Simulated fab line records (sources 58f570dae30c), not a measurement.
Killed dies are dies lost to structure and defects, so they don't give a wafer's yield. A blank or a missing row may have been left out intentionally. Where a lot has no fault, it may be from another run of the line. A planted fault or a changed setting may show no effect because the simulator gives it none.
Which of the tools did it? ; flow berkeley_cmos170 ; 8 lots, 24 wafers sampled, at 3 steps of a route of 331

## WHAT THE GAUGES SHOWED, per wafer
UCB170_NSD_TW_MEAS_10.
lot;measured;on;NSD_TW
L550;day 8 20:07;film_metro-01;3807 3805 3836
L554;day 9 14:34;film_metro-01;4278 4264 4284
L552;day 9 15:02;film_metro-01;3829 3804 3826
L556;day 10 04:49;film_metro-03;4212 4223 4189
L558;day 10 15:11;film_metro-03;4225 4212 4232
L561;day 11 04:29;film_metro-03;4236 4247 4226
L562;day 11 04:44;film_metro-01;4264 4255 4248
L564;day 11 21:34;film_metro-02;4188 4200 4165

## WHICH TOOL RAN EACH LOT (tool, then ch and the chambers of the sampled wafers, then the start)
lot;UCB170_NSD_IMPLANT_08;UCB170_NSD_STRIP_09
L550;implanter-04 ch 0, day 8 19:53;plasma_asher-02 ch 0,1, day 8 20:01
L554;implanter-03 ch 0, day 9 14:19;plasma_asher-01 ch 0,1, day 9 14:28
L552;implanter-04 ch 0, day 9 14:48;plasma_asher-02 ch 0, day 9 14:56
L556;implanter-01 ch 0, day 10 04:34;plasma_asher-01 ch 0,1, day 10 04:43
L558;implanter-01 ch 0, day 10 14:58;plasma_asher-01 ch 0,1, day 10 15:05
L561;implanter-03 ch 0, day 11 04:14;plasma_asher-04 ch 0,1, day 11 04:23
L562;implanter-01 ch 0, day 11 04:31;plasma_asher-01 ch 0,1, day 11 04:38
L564;implanter-03 ch 0, day 11 21:19;plasma_asher-02 ch 0,1, day 11 21:28
- UCB170_NSD_IMPLANT_08
- UCB170_NSD_STRIP_09: strips in O2.

## THE ANSWER, worked out from the rows above alone
Rule: the lots themselves supply what counts as usual. The widest of any qualifying gaps counts: lots, ordered by their means at a reading, are off when they make up no more than a third of the lots, leave a main group of 4 or more, and stand apart from it by 3 or more times the standard deviation of that group's means. Not used: any main group whose means are identical at the precision the tables above print for the reading. A lot without any number at a reading at which 4 lots or more have one is off too. The other lots that the step has rows for count as sound.
Off: L550, L552, at UCB170_NSD_TW_MEAS_10 (NSD_TW). The main group has a mean of 4230 with a standard deviation of 30.
If a tool, at a process step before that reading, ran all the lots that are off and no sound lot after the first of them, it fits. The gauges at UCB170_NSD_TW_MEAS_10 are tried like those tools. One fits: implanter-04 at UCB170_NSD_IMPLANT_08. It ran no sound lot before its first lot that is off in this sample, so the start can't be narrowed down.

## WHAT THE SIMULATOR HAD PUT IN
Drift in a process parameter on implanter-04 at UCB170_NSD_IMPLANT_08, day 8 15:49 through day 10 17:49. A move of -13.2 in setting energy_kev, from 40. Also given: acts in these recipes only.
Shown lots that were struck: L550, L552. Same finding as the rule above.
